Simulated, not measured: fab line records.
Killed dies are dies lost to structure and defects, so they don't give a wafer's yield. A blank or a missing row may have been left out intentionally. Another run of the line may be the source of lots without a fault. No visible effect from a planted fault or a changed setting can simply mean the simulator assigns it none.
Which tool was responsible? -- flow berkeley cmos170 -- 42 wafers from 14 lots sampled at 5 of the route's 331 steps

== WHAT THE GAUGES READ, wafer by wafer ==
UCB170_PWELL_TW_MEAS_17.
lot,measured,on,PWELL_TW
L308,day 3 09:52,film metro-01,375 375 375
L310,day 4 02:11,film metro-03,374 374 373
L312,day 4 02:28,film metro-01,378 378 380
L311,day 4 02:44,film metro-04,382 380 379
L313,day 4 10:44,film metro-04,382 381 382
L314,day 4 19:13,film metro-03,373 372 372
L316,day 5 06:53,film metro-03,375 378 375
L318,day 5 07:04,film metro-04,379 381 380
L322,day 6 13:46,film metro-03,373 373 371
L325,day 7 06:59,film metro-04,194 193 193
L326,day 7 22:34,film metro-04,192 191 191
L327,day 7 22:50,film metro-03,374 372 373
L328,day 8 10:52,film metro-03,374 374 372
L331,day 9 00:02,film metro-04,383 381 383

UCB170_SPACER_THK_MEAS_01.
lot,measured,on,SPACER_TEOS_THK (nm)
L308,day 7 15:53,film metro-04,373 377 375
L310,day 9 03:07,film metro-04,378 372 378
L312,day 9 02:46,film metro-01,373 370 385
L311,day 9 03:24,film metro-04,369 370 375
L313,day 9 03:03,film metro-02,372 370 365
L314,day 9 21:01,film metro-04,386 385 386
L316,day 10 17:37,film metro-04,374 384 380
L318,day 10 15:11,film metro-02,376 375 384
L322,day 12 04:30,film metro-02,375 376 382
L325,day 12 19:29,film metro-04,377 376 379
L326,day 13 02:37,film metro-02,373 383 382
L327,day 13 02:47,film metro-04,374 380 367
L328,day 13 15:46,film metro-01,376 373 367
L331,day 13 20:19,film metro-02,370 363 374

UCB170_CONTACT_CD_MEAS_15 targets a cd of 700 nm.
lot,measured,on,cd nm (nm)
L308,day 8 13:16,cd sem-02,698.7 700.8 700.6
L310,day 10 02:18,cd sem-01,703.2 702.3 702.2
L312,day 10 00:26,cd sem-02,701.4 701.8 700.7
L311,day 10 02:34,cd sem-01,699.3 697.5 698.9
L313,day 10 00:46,cd sem-01,701.1 701.6 701.6
L314,day 10 18:29,cd sem-02,699.7 700.0 699.1
L316,day 11 16:04,cd sem-01,699.6 699.4 698.4
L318,day 11 15:36,cd sem-02,698.4 699.1 699.3
L322,day 12 21:24,cd sem-01,698.2 699.3 699.6
L325,day 13 10:36,cd sem-02,703.2 703.3 702.4
L326,day 13 21:18,cd sem-01,699.4 700.9 701.1
L327,day 13 21:01,cd sem-02,698.4 698.2 699.8
L328,day 14 10:47,cd sem-02,701.3 702.8 701.5
L331,day 14 13:14,cd sem-01,701.8 700.6 701.2

== EACH LOT AND THE TOOL THAT RAN IT (in order: tool; ch and the chambers of the sampled wafers; start) ==
lot,UCB170_PWELL_IMPLANT_15,UCB170_BACKSIDE_STRIP_03
L308,"implanter-03 ch 0, day 3 09:37","plasma asher-01 ch 0,1, day 8 07:24"
L310,"implanter-03 ch 0, day 4 01:56","plasma asher-02 ch 0,1, day 9 19:56"
L312,"implanter-04 ch 0, day 4 02:13","plasma asher-04 ch 0,1, day 9 19:20"
L311,"implanter-02 ch 0, day 4 02:29","plasma asher-04 ch 0,1, day 9 20:09"
L313,"implanter-04 ch 0, day 4 10:29","plasma asher-04 ch 0,1, day 9 19:40"
L314,"implanter-02 ch 0, day 4 19:00","plasma asher-02 ch 0,1, day 10 11:43"
L316,"implanter-04 ch 0, day 5 06:38","plasma asher-04 ch 0,1, day 11 06:47"
L318,"implanter-02 ch 0, day 5 06:50","plasma asher-04 ch 0,1, day 11 06:23"
L322,"implanter-03 ch 0, day 6 13:32","plasma asher-04 ch 0,1, day 12 13:43"
L325,"implanter-03 ch 0, day 7 06:44","plasma asher-04 ch 1, day 13 04:05"
L326,"implanter-03 ch 0, day 7 22:21","plasma asher-02 ch 0,1, day 13 15:06"
L327,"implanter-02 ch 0, day 7 22:35","plasma asher-01 ch 0,1, day 13 14:42"
L328,"implanter-02 ch 0, day 8 10:37","plasma asher-02 ch 0,1, day 14 05:15"
L331,"implanter-02 ch 0, day 8 23:47","plasma asher-01 ch 0,1, day 14 05:15"
- UCB170_PWELL_IMPLANT_15
- UCB170_BACKSIDE_STRIP_03: strips in O2.

== AS READ BY THE TOOLS THEMSELVES (means over the sampled wafers that have a number; for cases with no such wafer, the mark the record gives instead) ==
UCB170_PWELL_IMPLANT_15.
lot,tool,dose ions cm2,faraday current uA
L308,implanter-03,4.998e+12,16.14
L310,implanter-03,5.000e+12,15.90
L312,implanter-04,5.000e+12,15.80
L311,implanter-02,5.004e+12,15.78
L313,implanter-04,4.995e+12,15.99
L314,implanter-02,5.000e+12,15.53
L316,implanter-04,5.002e+12,15.64
L318,implanter-02,4.993e+12,15.85
L322,implanter-03,5.001e+12,15.59
L325,implanter-03,4.967e+11,1.55
L326,implanter-03,4.957e+11,1.60
L327,implanter-02,5.001e+12,16.06
L328,implanter-02,4.997e+12,16.09
L331,implanter-02,5.000e+12,15.78

UCB170_BACKSIDE_STRIP_03.
lot,tool,drypump motor current A (A),oes product au (a.u.),strip time to endpoint s (s)
L308,plasma asher-01,5.65,0.733,21.98
L310,plasma asher-02,5.74,0.737,21.82
L312,plasma asher-04,5.44,0.738,21.93
L311,plasma asher-04,5.45,0.733,22.00
L313,plasma asher-04,5.43,0.736,21.89
L314,plasma asher-02,5.82,0.733,22.00
L316,plasma asher-04,5.46,0.737,21.91
L318,plasma asher-04,5.45,0.731,21.91
L322,plasma asher-04,5.46,0.736,21.96
L325,plasma asher-04,5.48,0.737,21.88
L326,plasma asher-02,5.83,0.737,22.02
L327,plasma asher-01,5.63,0.735,21.94
L328,plasma asher-02,5.73,0.734,21.94
L331,plasma asher-01,5.64,0.734,21.98

== THE ANSWER, worked out from the rows above alone ==
Rule: the lots themselves supply what counts as usual. The widest of any qualifying gaps counts: lots, ordered by their means at a reading, are off when they make up no more than a third of the lots, leave a main group of 4 or more, and stand apart from it by 3 or more times the standard deviation of that group's means. A main group is skipped when, at the precision printed for the reading in the tables above, its means are all equal. Also off: a lot with no number at a reading for which 4 or more lots have one. The other lots that the step has rows for count as sound. The gauges are gone through in route order, then the tools' own readings, and for those a lot's mean is taken as printed above. The first step at which some lot is off is used, and at that step the reading that is off furthest; a lot without a number counts as furthest.
Off: L325, L326, at UCB170_PWELL_TW_MEAS_17 (PWELL_TW). Main group: mean 377, sd 3.6.
If a tool, at a process step before that reading, ran all the lots that are off and no sound lot after the first of them, it fits. The gauges at UCB170_PWELL_TW_MEAS_17 aren't tried: what is off there is off at UCB170_PWELL_IMPLANT_15 too, on other tools, and a gauge's error can't cause that. One fits: UCB170_PWELL_IMPLANT_15 on implanter-03. A fault onset in the window from L322 (day 6 13:32, its last sound lot) to L325 (day 7 06:44, its first lot off) fits.
The tool's own readings at UCB170_PWELL_IMPLANT_15 bear it out: on the lots that are off they differ by more than 5 times the standard deviation of the sound lots' means. dose ions cm2 reads 4.962e+11 there against 4.999e+12 on the sound lots; faraday current uA reads 1.58 there against 15.85 on the sound lots.

== WHAT THE SIMULATOR PUT IN ==
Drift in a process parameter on implanter-03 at UCB170_PWELL_IMPLANT_15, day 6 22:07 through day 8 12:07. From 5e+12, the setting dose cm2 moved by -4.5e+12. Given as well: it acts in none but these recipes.
Struck lots among those shown: L325, L326. The same result came from the rule above.
